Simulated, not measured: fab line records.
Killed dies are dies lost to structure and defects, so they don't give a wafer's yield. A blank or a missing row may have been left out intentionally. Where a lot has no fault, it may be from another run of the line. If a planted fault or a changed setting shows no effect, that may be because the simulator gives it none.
Commonality check across tools | flow rit cmos | 14 lots, 42 wafers sampled

## THE REASON FOR OPENING IT
2 of 14 lots carry a flag on the reading NRETRO_TW at RIT_NRETRO_TW_MEAS_10. Wafers without a fault read 1045, standard deviation 7.6.
Rule: flag the lot when none of its wafers has a number, or when each of its wafers that has one lies beyond 4 standard deviations from that mean. The rest of the lots are taken to be sound.

lot  | measured    | on            | NRETRO_TW, wafer by wafer | flag
L354 | day 2 17:05 | film metro-01 | 1043 1051 1046            |
L355 | day 2 21:13 | film metro-04 | 1031 1029 1031            |
L356 | day 2 21:29 | film metro-01 | 1048 1046 1045            |
L357 | day 3 03:49 | film metro-01 | 1047 1054 1055            |
L359 | day 3 11:13 | film metro-01 | 1048 1054 1046            |
L361 | day 3 18:49 | film metro-03 | 1047 1043 1043            |
L363 | day 4 11:28 | film metro-04 | 1034 1037 1036            |
L364 | day 4 12:58 | film metro-03 | 1042 1040 1033            |
L365 | day 4 17:00 | film metro-01 | 1055 1052 1047            |
L369 | day 5 12:37 | film metro-03 | 30 30 30                  | FLAGGED
L370 | day 5 17:08 | film metro-04 | 30 30 30                  | FLAGGED
L372 | day 6 02:58 | film metro-01 | 1054 1053 1053            |
L374 | day 6 13:06 | film metro-04 | 1038 1035 1039            |
L377 | day 7 02:26 | film metro-03 | 1052 1056 1049            |
Averaged over the flagged lots the numbers come to 30, -1015 from the usual (-99 or more standard deviations).

## WHICH TOOL RAN EACH LOT
The record holds 1 process step before the reading, out of a route of 202 steps. In each cell: the tool, then ch and the chambers that the sampled wafers went through, then the start.
lot  | flag    | RIT_PWELL_STRIP_09
L354 |         | plasma asher-04 ch 0,1, day 2 08:31
L355 |         | plasma asher-03 ch 0,1, day 2 12:01
L356 |         | plasma asher-04 ch 0,1, day 2 12:27
L357 |         | plasma asher-01 ch 0,1, day 2 20:46
L359 |         | plasma asher-03 ch 0,1, day 3 01:57
L361 |         | plasma asher-03 ch 0,1, day 3 11:34
L363 |         | plasma asher-04 ch 0, day 4 03:00
L364 |         | plasma asher-03 ch 0,1, day 4 05:28
L365 |         | plasma asher-01 ch 0,1, day 4 08:20
L369 | FLAGGED | plasma asher-01 ch 0,1, day 5 04:41
L370 | FLAGGED | plasma asher-03 ch 0, day 5 09:11
L372 |         | plasma asher-01 ch 0,1, day 5 18:02
L374 |         | plasma asher-03 ch 1, day 6 04:20
L377 |         | plasma asher-03 ch 0,1, day 6 18:54
What is done by these steps:
- RIT_PWELL_STRIP_09: strips in O2, time 180 s.
- RIT_NRETRO_TW_MEAS_10

## FLAGGED AGAINST TOTAL, ONE TOOL AT A TIME (gauges that did the reading follow at the end)
step                  | tool            | lots run | flagged | share of the flagged lots | sound lots run after its first flagged lot
RIT_PWELL_STRIP_09    | plasma asher-01 | 4        | 1       | some                      | 1 (L372)
RIT_PWELL_STRIP_09    | plasma asher-03 | 7        | 1       | some                      | 2 (L374,L377)
RIT_PWELL_STRIP_09    | plasma asher-04 | 3        | 0       | none                      | -
RIT_NRETRO_TW_MEAS_10 | film metro-01   | 6        | 0       | none                      | -
RIT_NRETRO_TW_MEAS_10 | film metro-03   | 4        | 1       | some                      | 1 (L377)
RIT_NRETRO_TW_MEAS_10 | film metro-04   | 4        | 1       | some                      | 1 (L374)

## THE TABLE: WHAT IT ALLOWS
No row of the table ran every flagged lot.

## WHAT THE SIMULATOR HAD PUT IN
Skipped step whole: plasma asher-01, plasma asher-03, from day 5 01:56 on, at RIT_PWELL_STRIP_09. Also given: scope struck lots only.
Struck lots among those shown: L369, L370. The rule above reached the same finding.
